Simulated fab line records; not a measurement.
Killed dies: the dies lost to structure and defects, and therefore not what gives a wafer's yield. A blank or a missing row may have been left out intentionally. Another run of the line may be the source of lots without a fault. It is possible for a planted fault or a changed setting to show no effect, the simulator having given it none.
Check for tools in common ; flow berkeley-cmos170 ; Sample size 14 lots and 42 wafers

WHY THIS WAS OPENED
2 of 14 lots carry a flag on the reading NLDD_TW at UCB170_NLDD_TW_MEAS_11. Fault-free wafers read 2197, with a standard deviation of 21.
Rule: a lot is flagged in two cases, either no wafer of it has a number, or all its wafers with numbers fall more than 4 standard deviations from that mean. As for the other lots, they are considered sound.

lot;measured;on;NLDD_TW, wafer by wafer;flag
L126;day 6 19:50;film-metro-03;2180 2175 2170;
L125;day 6 20:04;film-metro-04;2209 2206 2209;
L127;day 7 19:20;film-metro-04;2189 2195 2187;
L129;day 8 00:08;film-metro-04;2207 2204 2204;
L130;day 8 00:34;film-metro-04;2199 2196 2200;
L133;day 8 21:34;film-metro-04;2206 2205 2204;
L136;day 9 02:25;film-metro-03;2283 2294 2294;FLAGGED
L138;day 10 02:58;film-metro-04;2311 2302 2300;FLAGGED
L143;day 10 09:17;film-metro-03;2181 2164 2182;
L142;day 10 10:28;film-metro-03;2167 2177 2176;
L140;day 10 10:43;film-metro-01;2242 2246 2244;
L144;day 11 07:41;film-metro-04;2200 2192 2205;
L147;day 11 15:05;film-metro-04;2209 2200 2198;
L146;day 11 15:29;film-metro-04;2192 2207 2191;
Average over the flagged lots: 2297; offset from the usual +100, equal to +5 standard deviations.

WHICH TOOL EACH LOT WENT THROUGH
The record holds 1 process step before the reading, out of a route of 331 steps. Every cell lists first the tool, next ch and the chambers used by the sampled wafers, and last the start.
lot;flag;UCB170_NLDD_IMPLANT_09
L126;;implanter-01 ch 0, day 6 19:35
L125;;implanter-04 ch 0, day 6 19:47
L127;;implanter-02 ch 0, day 7 19:05
L129;;implanter-04 ch 0, day 7 23:55
L130;;implanter-02 ch 0, day 8 00:19
L133;;implanter-04 ch 0, day 8 21:22
L136;FLAGGED;implanter-02 ch 0, day 9 02:11
L138;FLAGGED;implanter-02 ch 0, day 10 02:43
L143;;implanter-04 ch 0, day 10 09:02
L142;;implanter-01 ch 0, day 10 10:13
L140;;implanter-04 ch 0, day 10 10:28
L144;;implanter-01 ch 0, day 11 07:27
L147;;implanter-01 ch 0, day 11 14:50
L146;;implanter-04 ch 0, day 11 15:14
What these steps do:
- UCB170_NLDD_IMPLANT_09
- UCB170_NLDD_TW_MEAS_11

FLAGGED AGAINST TOTAL, ONE TOOL AT A TIME (gauges that did the reading follow at the end)
step;tool;lots run;flagged;share of the flagged lots;sound lots run after its first flagged lot
UCB170_NLDD_IMPLANT_09;implanter-01;4;0;none;-
UCB170_NLDD_IMPLANT_09;implanter-02;4;2;all;0
UCB170_NLDD_IMPLANT_09;implanter-04;6;0;none;-
UCB170_NLDD_TW_MEAS_11;film-metro-01;1;0;none;-
UCB170_NLDD_TW_MEAS_11;film-metro-03;4;1;some;2 (L143,L142)
UCB170_NLDD_TW_MEAS_11;film-metro-04;9;1;some;3 (L144,L147,L146)

WHAT THE TABLE PERMITS
All flagged lots share 1 row of the table, namely implanter-02 at UCB170_NLDD_IMPLANT_09.
- implanter-02 at UCB170_NLDD_IMPLANT_09: 2 of its 4 lots flagged. A fault beginning between L130 (day 8 00:19), its last sound lot, and L136 (day 9 02:11), its first flagged one, fits the data. Its own readings lie more than 4 standard deviations out on every wafer of the flagged lots: dose-ions-cm2, faraday-current-uA.
What remains is a single tool, implanter-02 at UCB170_NLDD_IMPLANT_09.

WHAT THE SIMULATOR HAD INSERTED
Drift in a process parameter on implanter-02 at UCB170_NLDD_IMPLANT_09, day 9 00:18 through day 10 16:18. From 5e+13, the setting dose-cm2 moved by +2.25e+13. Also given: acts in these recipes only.
Struck lots among those shown: L136, L138. Same finding as the rule above.
